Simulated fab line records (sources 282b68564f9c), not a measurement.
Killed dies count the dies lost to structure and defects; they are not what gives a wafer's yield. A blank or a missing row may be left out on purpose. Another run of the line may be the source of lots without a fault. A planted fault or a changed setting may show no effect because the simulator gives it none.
fab line records / flow rit_cmos
[record] lots = 6 wafers = 18 last_day = 7
route steps=202 shown NLDD@107 PLDD@114
lots untouched by any fault: they come from a run of this same line in which no faults occurred
start_h: the number of hours between the record's first day and the start of the first shown wafer of the lot / wait_h: hours elapsed since this lot's preceding step / " repeats the value in the row above / L1.1+2: a single row standing in for several wafers / - no value, or no start given / * or withheld: withheld / < > ~ a bound
route shown NAME@n: names a module that has steps shown in the file, with the first one's number in the route / usual: average and standard deviation across the fault-free wafers / same: alike in all rows / chamber/n: place in a boat / sites: per-site readings / _std_site: standard deviation of those values / _edge_site: outer sites' mean less inner sites' / radius_mm: for every site, how far away it sits from the centre of the wafer / mask NAME#n: copy n / behind: the most recent tool/chamber to have shaped the wafer / hold: why the lot went on hold/how many hours it stayed there/how the hold came to an end / device: the n, p or np transistor that did not switch / end of line: tests run on the same wafers once the route is complete / a step with no rows: only its recipe / killed: at the first sort, the dies lost to defects and structure; wafer yield is something else / map: a wafer's dies, marking killed ones x, the rest . and places with no die _
set.NAME: the setting as run; set.NAME@STEP: as run at that earlier step / model.NAME: the simulator's own value behind a step, which no gauge read
a table for each step, a row for each wafer; lots at some steps of the route
services: a tool's chamber out of use, with start hour (start_h, from the record's first day; less than 0 if before it), hours out, and reason
[[steps]]
[step RIT_NLDD_PEB_04]
[recipe] resist = NOVOLAK temp_c = withheld time_s = withheld
[step RIT_NLDD_DEVELOP_05]
[recipe] resist = NOVOLAK develop_time_s = 50 dev_temp_c = 23
[step RIT_NLDD_OVL_MEAS_06]
[usual] NLDD_OVL = 0.5/1.5
lot.wafer=L998.1 tool=overlay-02 chamber=- start_h=50.70 wait_h=- NLDD_OVL[nm]=2.2
lot.wafer=L998.2 tool=overlay-02 chamber=- start_h=50.70 wait_h=- NLDD_OVL[nm]=1.2
lot.wafer=L998.4 tool=overlay-02 chamber=- start_h=50.70 wait_h=- NLDD_OVL[nm]=1.5
lot.wafer=L107.2 tool=overlay-01 chamber=- start_h=98.03 wait_h=- NLDD_OVL[nm]=1.6
lot.wafer=L107.4 tool=overlay-01 chamber=- start_h=98.03 wait_h=- NLDD_OVL[nm]=1.1
lot.wafer=L107.5 tool=overlay-01 chamber=- start_h=98.03 wait_h=- NLDD_OVL[nm]=0.1
lot.wafer=L108.1 tool=overlay-02 chamber=- start_h=98.27 wait_h=- NLDD_OVL[nm]=1.4
lot.wafer=L108.2 tool=overlay-02 chamber=- start_h=98.27 wait_h=- NLDD_OVL[nm]=-0.3
lot.wafer=L108.4 tool=overlay-02 chamber=- start_h=98.27 wait_h=- NLDD_OVL[nm]=0.8
lot.wafer=L112.3 tool=overlay-01 chamber=- start_h=117.51 wait_h=- NLDD_OVL[nm]=0.5
lot.wafer=L112.4 tool=overlay-01 chamber=- start_h=117.51 wait_h=- NLDD_OVL[nm]=0.7
lot.wafer=L112.5 tool=overlay-01 chamber=- start_h=117.51 wait_h=- NLDD_OVL[nm]=0.4
lot.wafer=L113.1 tool=overlay-02 chamber=- start_h=120.05 wait_h=- NLDD_OVL[nm]=0.5
lot.wafer=L113.3 tool=overlay-02 chamber=- start_h=120.05 wait_h=- NLDD_OVL[nm]=-0.7
lot.wafer=L113.5 tool=overlay-02 chamber=- start_h=120.05 wait_h=- NLDD_OVL[nm]=0.5
lot.wafer=L120.1 tool=overlay-01 chamber=- start_h=156.73 wait_h=- NLDD_OVL[nm]=0.8
lot.wafer=L120.3 tool=overlay-01 chamber=- start_h=156.73 wait_h=- NLDD_OVL[nm]=0.9
lot.wafer=L120.5 tool=overlay-01 chamber=- start_h=156.73 wait_h=- NLDD_OVL[nm]=2.0
[step RIT_NLDD_HARDBAKE_07]
[recipe] resist = NOVOLAK temp_c = 140 time_s = 60
[step RIT_NLDD_IMPLANT_08]
[recipe] species = P energy_kev = 20 dose_cm2 = 5e+14 tilt_deg = 7
[step RIT_NLDD_STRIP_09]
[recipe] chemistry = O2 time_s = 180 resist = NOVOLAK platen_temp_c = withheld power_w = 500 pressure_mtorr = 4000 o2_flow_sccm = 4000
[usual] drypump_motor_current_A = 6.10/0.27 rf_refl_power_W = 7.0/1
lot.wafer=L998.1 tool=plasma_asher-02 chamber=1 start_h=51.04 wait_h=0.1 drypump_motor_current_A=6.27 rf_hours_counter_h=41 rf_refl_power_W=5.5
lot.wafer=L998.2 tool=plasma_asher-02 chamber=0 start_h=51.04 wait_h=0.1 drypump_motor_current_A=6.25 rf_hours_counter_h=41 rf_refl_power_W=8.2
lot.wafer=L998.4 tool=plasma_asher-02 chamber=1 start_h=51.04 wait_h=0.1 drypump_motor_current_A=6.27 rf_hours_counter_h=- rf_refl_power_W=5.4
lot.wafer=L107.2 tool=plasma_asher-03 chamber=1 start_h=98.42 wait_h=0.1 drypump_motor_current_A=6.13 rf_hours_counter_h=45 rf_refl_power_W=6.7
lot.wafer=L107.4 tool=plasma_asher-03 chamber=0 start_h=98.42 wait_h=0.1 drypump_motor_current_A=5.91 rf_hours_counter_h=- rf_refl_power_W=8.7
lot.wafer=L107.5 tool=plasma_asher-03 chamber=0 start_h=98.42 wait_h=0.1 drypump_motor_current_A=5.87 rf_hours_counter_h=- rf_refl_power_W=8.8
lot.wafer=L108.1 tool=plasma_asher-01 chamber=1 start_h=98.60 wait_h=0.1 drypump_motor_current_A=6.34 rf_hours_counter_h=43 rf_refl_power_W=7.0
lot.wafer=L108.2 tool=plasma_asher-01 chamber=0 start_h=98.60 wait_h=0.1 drypump_motor_current_A=5.66 rf_hours_counter_h=43 rf_refl_power_W=6.8
lot.wafer=L108.4 tool=plasma_asher-01 chamber=0 start_h=98.60 wait_h=0.1 drypump_motor_current_A=5.64 rf_hours_counter_h=- rf_refl_power_W=6.7
lot.wafer=L112.3 tool=plasma_asher-02 chamber=1 start_h=117.89 wait_h=0.1 drypump_motor_current_A=6.32 rf_hours_counter_h=- rf_refl_power_W=5.4
lot.wafer=L112.4 tool=plasma_asher-02 chamber=0 start_h=117.89 wait_h=0.1 drypump_motor_current_A=6.27 rf_hours_counter_h=- rf_refl_power_W=8.3
lot.wafer=L112.5 tool=plasma_asher-02 chamber=1 start_h=117.89 wait_h=0.1 drypump_motor_current_A=6.30 rf_hours_counter_h=- rf_refl_power_W=5.5
lot.wafer=L113.1 tool=plasma_asher-02 chamber=1 start_h=120.38 wait_h=0.1 drypump_motor_current_A=6.27 rf_hours_counter_h=0 rf_refl_power_W=5.6
lot.wafer=L113.3 tool=plasma_asher-02 chamber=1 start_h=120.38 wait_h=0.1 drypump_motor_current_A=6.24 rf_hours_counter_h=- rf_refl_power_W=5.6
lot.wafer=L113.5 tool=plasma_asher-02 chamber=0 start_h=120.38 wait_h=0.1 drypump_motor_current_A=6.31 rf_hours_counter_h=- rf_refl_power_W=8.3
lot.wafer=L120.1 tool=plasma_asher-01 chamber=0 start_h=157.10 wait_h=0.1 drypump_motor_current_A=5.64 rf_hours_counter_h=52 rf_refl_power_W=6.6
lot.wafer=L120.3 tool=plasma_asher-01 chamber=1 start_h=157.10 wait_h=0.1 drypump_motor_current_A=6.38 rf_hours_counter_h=- rf_refl_power_W=6.9
lot.wafer=L120.5 tool=plasma_asher-01 chamber=0 start_h=157.10 wait_h=0.1 drypump_motor_current_A=5.66 rf_hours_counter_h=- rf_refl_power_W=6.5
[step RIT_NLDD_TW_MEAS_10]
[usual] NLDD_TW = 2500/17
lot.wafer=L998.1 tool=film_metro-03 chamber=- start_h=51.21 wait_h=0.1 NLDD_TW=2484
lot.wafer=L998.2 tool=film_metro-03 chamber=- start_h=51.21 wait_h=0.1 NLDD_TW=2484
lot.wafer=L998.4 tool=film_metro-03 chamber=- start_h=51.21 wait_h=0.1 NLDD_TW=2478
lot.wafer=L107.2 tool=film_metro-03 chamber=- start_h=98.61 wait_h=0.1 NLDD_TW=2481
lot.wafer=L107.4 tool=film_metro-03 chamber=- start_h=98.61 wait_h=0.1 NLDD_TW=2470
lot.wafer=L107.5 tool=film_metro-03 chamber=- start_h=98.61 wait_h=0.1 NLDD_TW=2485
lot.wafer=L108.1 tool=film_metro-01 chamber=- start_h=98.78 wait_h=0.1 NLDD_TW=2471
lot.wafer=L108.2 tool=film_metro-01 chamber=- start_h=98.78 wait_h=0.1 NLDD_TW=2491
lot.wafer=L108.4 tool=film_metro-01 chamber=- start_h=98.78 wait_h=0.1 NLDD_TW=2498
lot.wafer=L112.3 tool=film_metro-03 chamber=- start_h=118.03 wait_h=0.1 NLDD_TW=2481
lot.wafer=L112.4 tool=film_metro-03 chamber=- start_h=118.03 wait_h=0.1 NLDD_TW=2469
lot.wafer=L112.5 tool=film_metro-03 chamber=- start_h=118.03 wait_h=0.1 NLDD_TW=2473
lot.wafer=L113.1 tool=film_metro-02 chamber=- start_h=120.56 wait_h=0.1 NLDD_TW=2508
lot.wafer=L113.3 tool=film_metro-02 chamber=- start_h=120.56 wait_h=0.1 NLDD_TW=2501
lot.wafer=L113.5 tool=film_metro-02 chamber=- start_h=120.56 wait_h=0.1 NLDD_TW=2501
lot.wafer=L120.1 tool=film_metro-02 chamber=- start_h=157.27 wait_h=0.1 NLDD_TW=2513
lot.wafer=L120.3 tool=film_metro-02 chamber=- start_h=157.27 wait_h=0.1 NLDD_TW=2513
lot.wafer=L120.5 tool=film_metro-02 chamber=- start_h=157.27 wait_h=0.1 NLDD_TW=2510
[step RIT_PLDD_HMDS_00]
[recipe] prime_time_s = 60 prime_temp_c = 140
[step RIT_PLDD_COAT_01]
[recipe] resist = NOVOLAK spin_rpm = 3250 resist_thk_nm = 1000
[step RIT_PLDD_SOFTBAKE_02]
[recipe] resist = NOVOLAK temp_c = 90 time_s = 60
[step RIT_PLDD_EXPOSE_03]
[recipe] mask_id = M8 na = 0.57 target_cd_nm = 40900 dose_mj = 250
[step RIT_PLDD_PEB_04]
[recipe] resist = NOVOLAK temp_c = withheld time_s = withheld
[step RIT_PLDD_DEVELOP_05]
[recipe] resist = NOVOLAK develop_time_s = 50 dev_temp_c = 23
[usual] chill_plate_temp_C = 22.99/0.12 develop_time_s = 50/0
lot.wafer=L998.1 tool=litho_track-01 chamber=0 start_h=51 wait_h=- chill_plate_temp_C=23.01 develop_time_s=50
lot.wafer=L998.2 tool=litho_track-01 chamber=0 start_h=52 wait_h=- chill_plate_temp_C=23.12 develop_time_s=50
lot.wafer=L998.4 tool=litho_track-01 chamber=0 start_h=52 wait_h=- chill_plate_temp_C=23.17 develop_time_s=50
lot.wafer=L107.2 tool=litho_track-01 chamber=- start_h=99 wait_h=- chill_plate_temp_C=- develop_time_s=-
lot.wafer=L107.4 tool=litho_track-01 chamber=- start_h=99 wait_h=- chill_plate_temp_C=- develop_time_s=-
lot.wafer=L107.5 tool=litho_track-01 chamber=- start_h=99 wait_h=- chill_plate_temp_C=- develop_time_s=-
lot.wafer=L108.1 tool=litho_track-03 chamber=- start_h=99 wait_h=- chill_plate_temp_C=- develop_time_s=-
lot.wafer=L108.2 tool=litho_track-03 chamber=- start_h=99 wait_h=- chill_plate_temp_C=- develop_time_s=-
lot.wafer=L108.4 tool=litho_track-03 chamber=- start_h=99 wait_h=- chill_plate_temp_C=- develop_time_s=-
lot.wafer=L112.3 tool=litho_track-04 chamber=0 start_h=118 wait_h=- chill_plate_temp_C=22.95 develop_time_s=50
lot.wafer=L112.4 tool=litho_track-04 chamber=0 start_h=118 wait_h=- chill_plate_temp_C=23.00 develop_time_s=50
lot.wafer=L112.5 tool=litho_track-04 chamber=0 start_h=118 wait_h=- chill_plate_temp_C=22.90 develop_time_s=50
lot.wafer=L113.1 tool=litho_track-03 chamber=0 start_h=121 wait_h=- chill_plate_temp_C=22.85 develop_time_s=50
lot.wafer=L113.3 tool=litho_track-03 chamber=0 start_h=121 wait_h=- chill_plate_temp_C=22.79 develop_time_s=50
lot.wafer=L113.5 tool=litho_track-03 chamber=0 start_h=121 wait_h=- chill_plate_temp_C=23.10 develop_time_s=50
lot.wafer=L120.1 tool=litho_track-04 chamber=0 start_h=158 wait_h=- chill_plate_temp_C=23.08 develop_time_s=50
lot.wafer=L120.3 tool=litho_track-04 chamber=0 start_h=158 wait_h=- chill_plate_temp_C=22.89 develop_time_s=50
lot.wafer=L120.5 tool=litho_track-04 chamber=0 start_h=158 wait_h=- chill_plate_temp_C=22.95 develop_time_s=50
[step RIT_PLDD_OVL_MEAS_06]
[usual] PLDD_OVL = -0.3/1.2
lot.wafer=L998.1 tool=overlay-01 chamber=- start_h=52.12 wait_h=- PLDD_OVL[nm]=-1.0
lot.wafer=L998.2 tool=overlay-01 chamber=- start_h=52.12 wait_h=- PLDD_OVL[nm]=-1.3
lot.wafer=L998.4 tool=overlay-01 chamber=- start_h=52.12 wait_h=- PLDD_OVL[nm]=-1.0
lot.wafer=L107.2 tool=overlay-01 chamber=- start_h=99.64 wait_h=- PLDD_OVL[nm]=-
lot.wafer=L107.4 tool=overlay-01 chamber=- start_h=99.64 wait_h=- PLDD_OVL[nm]=-
lot.wafer=L107.5 tool=overlay-01 chamber=- start_h=99.64 wait_h=- PLDD_OVL[nm]=-
lot.wafer=L108.1 tool=overlay-01 chamber=- start_h=99.93 wait_h=- PLDD_OVL[nm]=-
lot.wafer=L108.2 tool=overlay-01 chamber=- start_h=99.93 wait_h=- PLDD_OVL[nm]=-
lot.wafer=L108.4 tool=overlay-01 chamber=- start_h=99.93 wait_h=- PLDD_OVL[nm]=-
lot.wafer=L112.3 tool=overlay-01 chamber=- start_h=118.93 wait_h=- PLDD_OVL[nm]=-1.8
lot.wafer=L112.4 tool=overlay-01 chamber=- start_h=118.93 wait_h=- PLDD_OVL[nm]=-2.3
lot.wafer=L112.5 tool=overlay-01 chamber=- start_h=118.93 wait_h=- PLDD_OVL[nm]=-2.2
lot.wafer=L113.1 tool=overlay-02 chamber=- start_h=121.47 wait_h=- PLDD_OVL[nm]=1.0
lot.wafer=L113.3 tool=overlay-02 chamber=- start_h=121.47 wait_h=- PLDD_OVL[nm]=0.4
lot.wafer=L113.5 tool=overlay-02 chamber=- start_h=121.47 wait_h=- PLDD_OVL[nm]=-0.4
lot.wafer=L120.1 tool=overlay-01 chamber=- start_h=158.31 wait_h=- PLDD_OVL[nm]=-1.0
lot.wafer=L120.3 tool=overlay-01 chamber=- start_h=158.31 wait_h=- PLDD_OVL[nm]=0.8
lot.wafer=L120.5 tool=overlay-01 chamber=- start_h=158.31 wait_h=- PLDD_OVL[nm]=1.7
[[services]]
tool=plasma_asher-01 chamber=- start_h=37.51 hours=3.4 kind=repair
tool=plasma_asher-01 chamber=- start_h=48.61 hours=8.9 kind=repair
tool=plasma_asher-01 chamber=- start_h=74.01 hours=19.3 kind=repair
tool=plasma_asher-02 chamber=- start_h=108.75 hours=9.0 kind=pm
tool=plasma_asher-02 chamber=0 start_h=108.75 hours=9.0 kind=vent_cycle
tool=plasma_asher-02 chamber=1 start_h=108.75 hours=9.0 kind=vent_cycle
tool=plasma_asher-02 chamber=0 start_h=117.75 hours=- kind=clean
tool=plasma_asher-02 chamber=1 start_h=117.75 hours=- kind=clean
tool=plasma_asher-03 chamber=- start_h=128.34 hours=14.6 kind=pm
[[key]]
[first_sign] step = RIT_PLDD_DEVELOP_05 reading = tool_record direction = missing
effect none on later readings
met_at RIT_PLDD_DEVELOP_05
struck_wafers L107.2,L107.4,L107.5,L108.1,L108.2,L108.4
sort_left_out L107.2,L107.4,L107.5,L108.1,L108.2,L108.4
tester_left_out L107,L108
onset_between 51 99
[fault] kind = skipped_step_whole tool = litho_track-01,litho_track-03 chamber = - onset_h = 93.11 steps = RIT_PLDD_DEVELOP_05 scope = struck_lots_only
// tester_left_out: of these lots the tester's yield and bins aren't shown, on N5 and GAA mostly nor the transistor test; their killed dies are dies lost to structure and defects alone, not to doping, threshold or leakage, so they don't give the yield
// sort_left_out: the simulated sort isn't trusted on such a fault, so these wafers' sort isn't shown, and their yield isn't known
